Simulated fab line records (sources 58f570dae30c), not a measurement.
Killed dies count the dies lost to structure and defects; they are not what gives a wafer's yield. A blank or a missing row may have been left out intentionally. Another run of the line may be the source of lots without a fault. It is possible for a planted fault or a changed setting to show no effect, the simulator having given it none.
The same fault as seen by 2 desks | flow berkeley cmos170 | each desk holds nothing but its own numbers, with what lay behind them at the end

THE TOOL OWNER'S DESK: rie metal-03
The tool's own readings at UCB170_M3_METAL_ETCH_18 (etches Al in Cl2/BCl3, stops on SiO2, target depth 1170 nm, time 195 s): means of the sampled wafers that have a number, for each lot that ran on this tool. Marked OUT: a lot whose mean sits more than 4 standard deviations from the usual mean, which makes it out of limits; the brackets give that distance.
Columns: A = drypump motor current A at UCB170_M3_METAL_ETCH_18, usual 5.4 A; B = oes product au at UCB170_M3_METAL_ETCH_18, usual 0.858 a.u.; C = rf fwd power W at UCB170_M3_METAL_ETCH_18, usual 598.3 W; D = throttle valve pct at UCB170_M3_METAL_ETCH_18, usual 24.41 %
lot  | first seen here | A   | B     | C     | D
L605 | day 8 23:22     | 5.2 | 0.856 | 598.4 | 24.40
L607 | day 9 19:31     | 5.2 | 0.853 | 598.3 | 24.42
L609 | day 10 21:21    | 5.2 | 0.841 | 597.9 | 24.41
L617 | day 11 22:29    | 5.2 | 0.840 | 599.7 | 24.42
This desk found nothing out of limits on any of the 4 lots.

AT THE METROLOGY DESK
What the gauges read, lot by lot, whatever tool the lot ran on: means of the sampled wafers that have a number. Marked OUT: a lot whose mean sits more than 4 standard deviations from the usual mean, which makes it out of limits; the brackets give that distance.
Columns: A = M1_OVL at UCB170_M1_OVL_MEAS_10, usual 0 nm; B = cd nm at UCB170_V1_CD_MEAS_12, usual 699.9 nm; C = cd nm at UCB170_M2_CD_MEAS_15, usual 700.0 nm
lot  | first seen here | A   | B     | C
L603 | day 7 22:56     | 2   | 698.4 | 700.6
L605 | day 8 10:30     | 1   | 698.4 | 699.5
L604 | day 8 10:44     | 5   | 698.0 | 703.2
L607 | day 9 03:46     | 6   | 700.2 | 701.5
L612 | day 10 05:59    | 4   | 702.2 | 700.6
L609 | day 10 06:17    | 3   | 700.9 | 700.1
L615 | day 10 06:27    | -4  | 699.3 | 700.0
L618 | day 11 07:17    | 4   | 701.7 | 699.5
L617 | day 11 09:01    | -14 | 700.5 | 698.5
L620 | day 11 20:18    | -0  | 698.4 | 699.6
L619 | day 11 21:37    | -1  | 700.7 | 700.2
L622 | day 12 05:34    | -3  | 698.1 | 701.8
L625 | day 12 20:25    | 0   | 698.1 | 700.0
L624 | day 12 22:20    | 1   | 699.3 | 699.6
This desk found nothing out of limits on any of the 14 lots.

TAKEN TOGETHER
Nothing out of limits was seen by the tool owner's desk.
At the metrology desk, nothing out of limits was observed.

WHAT THE SIMULATOR HAD PUT IN
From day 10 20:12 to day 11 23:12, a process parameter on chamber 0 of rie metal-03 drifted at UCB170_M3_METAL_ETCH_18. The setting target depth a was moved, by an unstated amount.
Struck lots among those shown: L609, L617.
